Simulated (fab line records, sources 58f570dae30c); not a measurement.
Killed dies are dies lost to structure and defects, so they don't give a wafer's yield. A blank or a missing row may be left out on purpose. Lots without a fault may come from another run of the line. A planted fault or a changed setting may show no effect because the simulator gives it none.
Which tool did it? | flow berkeley_cmos170 | 7 lots, 21 wafers sampled, at 2 steps of a route of 331

WHAT THE GAUGES READ, wafer by wafer
UCB170_SCREENOX_THK_MEAS_02.
lot  | measured     | on            | SCREENOX_OXIDE_THK (nm)
L867 | day 6 11:38  | film_metro-03 | 14.85 14.61 14.56
L870 | day 7 01:25  | film_metro-03 | 14.65 14.89 14.67
L873 | day 7 16:59  | film_metro-02 | 14.37 14.13 14.25
L875 | day 8 04:31  | film_metro-03 | 19.79 19.64 19.90
L877 | day 8 04:31  | film_metro-02 | 19.42 19.69 19.59
L885 | day 10 20:58 | film_metro-03 | 14.42 14.43 14.47
L888 | day 10 20:53 | film_metro-01 | 14.42 14.33 14.40

WHICH TOOL RAN EACH LOT (tool, then ch and the chambers of the sampled wafers, then the start)
lot  | UCB170_SCREENOX_OXIDATION_01
L867 | furnace-02 ch 0, day 6 09:58
L870 | furnace-02 ch 0, day 6 23:44
L873 | furnace-01 ch 0, day 7 15:19
L875 | furnace-01 ch 0, day 8 02:50
L877 | furnace-01 ch 0, day 8 02:50
L885 | furnace-04 ch 0, day 10 19:14
L888 | furnace-04 ch 0, day 10 19:14
- UCB170_SCREENOX_OXIDATION_01: target thk 14.4 nm, ox time 2400 s.

THE ANSWER, worked out from the rows above alone
Rule: what is usual is taken from the lots themselves. Put in order of their means at a reading, lots are off if they are a third of the lots or fewer, leave a main group of 4 or more, and stand apart from it by a gap of 3 or more times the standard deviation of the main group's means; of several such gaps the widest counts. A main group whose means are all the same, to the digits that the tables above print for the reading, isn't used. A lot without any number at a reading at which 4 lots or more have one is off too. The other lots that the step has rows for count as sound.
Off: L875, L877, at UCB170_SCREENOX_THK_MEAS_02 (SCREENOX_OXIDE_THK). The main group: mean 14.50 nm, standard deviation 0.18.
A tool fits if, at a process step before that reading, it ran every lot that is off, and no sound lot after the first of them. The gauges at UCB170_SCREENOX_THK_MEAS_02 are tried like those tools. One fits: furnace-01 at UCB170_SCREENOX_OXIDATION_01. Its last sound lot is L873 (day 7 15:19), its first lot that is off L875 (day 8 02:50): a fault that began between those two fits.

WHAT THE SIMULATOR HAD PUT IN
Process parameter drift: furnace-01, from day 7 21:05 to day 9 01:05, at UCB170_SCREENOX_OXIDATION_01. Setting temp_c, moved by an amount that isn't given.
Lots struck among those shown: L877, L875. The rule above found the same.
